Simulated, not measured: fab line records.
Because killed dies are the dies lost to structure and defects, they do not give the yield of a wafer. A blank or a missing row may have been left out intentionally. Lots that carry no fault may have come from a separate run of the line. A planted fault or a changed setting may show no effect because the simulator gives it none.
2 desks, one fault	flow berkeley_cmos170	only its own numbers are on each desk; what lay behind them is given at the end

## AT THE METROLOGY DESK
Means of the sampled wafers that have a number, per lot and without regard to the tool the lot ran on: this is what the gauges read. Marked OUT: a lot whose mean sits more than 4 standard deviations from the usual mean, which makes it out of limits; the brackets give that distance.
Columns: A = NSD_OVL at UCB170_NSD_OVL_MEAS_07, usual -1 nm; B = M3_OVL at UCB170_M3_OVL_MEAS_16, usual 1 nm
lot	first seen here	A	B
L664	day 8 00:02	-1	-2
L663	day 8 04:22	4	1
L668	day 8 17:47	3	-6
L667	day 8 18:12	2	3
L666	day 8 19:05	-3	-2
L676	day 10 12:38	5	1
L677	day 10 23:25	-6	2
L678	day 10 23:41	-6	-0
L681	day 11 15:59	-6	2
L682	day 12 08:52	4	9
L684	day 12 09:07	1	0
L685	day 12 09:14	-3	-1
L683	day 12 09:25	-4	2
L686	day 12 10:57	2	2
This desk's finding: nothing out of limits on any of the 14 lots.

## FOR THE TOOL OWNER'S DESK: litho_track-01
The tool's own readings at UCB170_NLDD_DEVELOP_05 (develop time 45 s): means of the sampled wafers that have a number, for each lot that ran on this tool. Marked OUT: a lot whose mean sits more than 4 standard deviations from the usual mean, which makes it out of limits; the brackets give that distance.
Columns: A = chill_plate_temp_C at UCB170_NLDD_DEVELOP_05, usual 23.00 C
lot	first seen here	A
L664	day 7 16:00	23.15
L685	day 11 23:00	23.10
L686	day 11 23:00	22.94
This desk's finding: nothing out of limits on any of the 3 lots.

## BROUGHT TOGETHER
The metrology desk saw nothing out of limits.
The desk of the tool owner found nothing out of limits.

## WHAT THE SIMULATOR HAD INSERTED
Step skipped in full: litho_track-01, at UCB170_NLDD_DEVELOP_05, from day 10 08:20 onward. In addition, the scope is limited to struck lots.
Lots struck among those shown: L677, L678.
